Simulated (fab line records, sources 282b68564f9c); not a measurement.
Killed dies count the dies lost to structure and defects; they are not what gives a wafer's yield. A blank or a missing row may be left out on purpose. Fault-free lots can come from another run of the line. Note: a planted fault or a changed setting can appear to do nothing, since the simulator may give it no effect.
Which tool was responsible? -- flow rit-cmos -- Sampling: 6 lots, 18 wafers, 3 of 202 route steps

## WHAT THE GAUGES SHOWED, per wafer
RIT_SPACER_THK_MEAS_04.
lot,measured,on,SPACER_NITRIDE_THK (nm)
L428,day 3 12:37,film-metro-01,249.8 250.2 251.1
L431,day 4 05:34,film-metro-01,247.3 246.3 247.5
L433,day 4 14:18,film-metro-03,248.4 248.2 248.0
L435,day 4 21:27,film-metro-03,252.2 252.7 250.8
L437,day 5 04:28,film-metro-03,252.3 251.8 251.6
L439,day 5 17:16,film-metro-01,249.9 250.4 248.7

## WHICH TOOL RAN EACH LOT (tool, then ch and the chambers of the sampled wafers, then the start)
lot,RIT_NRETRO_STRIP_09,RIT_SPACER_CVD_03
L428,"plasma-asher-03 ch 0,1, day 2 12:51","lpcvd-01 ch 1, day 3 10:43"
L431,"plasma-asher-02 ch 0,1, day 3 10:20","lpcvd-01 ch 0, day 4 03:39"
L433,"plasma-asher-01 ch 0,1, day 3 18:13","lpcvd-02 ch 1, day 4 12:23"
L435,"plasma-asher-03 ch 0,1, day 4 02:37","lpcvd-01 ch 0, day 4 19:31"
L437,"plasma-asher-02 ch 0,1, day 4 10:22","lpcvd-02 ch 0, day 5 02:32"
L439,"plasma-asher-03 ch 0,1, day 4 23:25","lpcvd-01 ch 1, day 5 15:21"
- RIT_NRETRO_STRIP_09: strips in O2, time 180 s.
- RIT_SPACER_CVD_03: deposits Si3N4 from SiH2Cl2/NH3, target thk 250 nm, time 3300 s.

## THE ANSWER, worked out from the rows above alone
Rule: the usual values come from the lots themselves. The widest of any qualifying gaps counts: lots, ordered by their means at a reading, are off when they make up no more than a third of the lots, leave a main group of 4 or more, and stand apart from it by 3 or more times the standard deviation of that group's means. If all means in a main group match to the digits the tables above print for the reading, that group is not used. Also off: a lot with no number at a reading for which 4 or more lots have one. Any other lot the step has rows for is counted as sound.
No lot is off at any reading shown: from this, nothing can be told.

## WHAT THE SIMULATOR HAD PUT IN
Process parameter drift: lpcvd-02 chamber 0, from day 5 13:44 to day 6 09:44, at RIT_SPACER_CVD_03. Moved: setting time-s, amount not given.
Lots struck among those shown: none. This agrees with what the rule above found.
